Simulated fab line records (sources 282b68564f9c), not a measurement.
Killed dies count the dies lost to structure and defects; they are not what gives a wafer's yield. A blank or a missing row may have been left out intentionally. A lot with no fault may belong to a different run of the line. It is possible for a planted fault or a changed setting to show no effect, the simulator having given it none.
Struck lot and sound lot, side by side :: flow rit cmos :: 14 steps out of a route of 202
Sound: wafers L415.1, L415.2, L415.6. Struck: wafers L404.2, L404.3, L404.5. At the end, the cause is stated.
Each step with rows lists, per side, the tool, then ch with its chambers, then its first start. Under that, the readings that differ: sound wafers :: struck wafers :: difference of the means :: sigmas: that difference in standard deviations of wafers without a fault.
alike: words and numbers the same on both sides, and readings whose means are apart by under 2 such deviations; not compared: readings that were withheld, readings missing a value for some wafer, numbers with overlapping values and no deviation given by the record, and bounds like >300 which may hide the same value.
A row with sigmas, a row that says differs or no value, or rows on one side alone: a step with any of these is where the two part. Numbers that don't overlap but have no deviation are shown without sigmas and don't part them. Lack of a reading on every wafer of one side parts them only where that side has two or more wafers.

first, 4 steps without rows for these wafers: RIT_NWELL_SOFTBAKE_02 (time 60 s); RIT_NWELL_EXPOSE_03 (exposes mask M2, target cd 43900 nm); RIT_NWELL_PEB_04; RIT_NWELL_DEVELOP_05 (develop time 68 s).
RIT_NWELL_OVL_MEAS_06:
  struck on overlay-01, day 3 12:22; sound on overlay-01, day 5 20:49
  alike: NWELL_OVL
then, 2 steps without rows for these wafers: RIT_NWELL_HARDBAKE_07 (time 120 s); RIT_NWELL_IMPLANT_08.
RIT_NWELL_STRIP_09: strips in O2, time 180 s.
  sound on plasma asher-03 ch 0,1, day 5 21:14; struck on plasma asher-01 ch 0, day 3 12:47
  alike: drypump motor current A
  not compared: rf hours counter h
RIT_NWELL_TW_MEAS_10:
  struck on film metro-03, day 3 12:58; sound on film metro-02, day 5 21:25
  alike: NWELL_TW
then, 2 steps without rows for these wafers: RIT_PWELL_HMDS_00 (prime time 60 s); RIT_PWELL_COAT_01 (resist thk 1300 nm).
RIT_PWELL_SOFTBAKE_02: time 61.31 s.
  sound on litho track-02 ch 0, day 5 21:58; struck on litho track-04 ch 0, day 3 13:21
  alike: heater power total W, plate sensor t centre C, plate sensor t edge C, softbake temp c
RIT_PWELL_EXPOSE_03: exposes mask M3, target cd 43700 nm.
  struck on iline stepper-02, day 3 13:37; sound on iline stepper-01 ch 0, day 5 22:07
  no value came back on the struck wafers for exposure dose mJ cm2, focus offset nm (nm), reticle temp C (C); on the sound wafers exposure dose mJ cm2 reads 250.29 250.35 250.21
  alike: mask
then, 1 step without rows for these wafers: RIT_PWELL_PEB_04.

== WHERE THEY PART ==
Within this record, at RIT_PWELL_EXPOSE_03 only.

WHY: the cause the simulator had injected
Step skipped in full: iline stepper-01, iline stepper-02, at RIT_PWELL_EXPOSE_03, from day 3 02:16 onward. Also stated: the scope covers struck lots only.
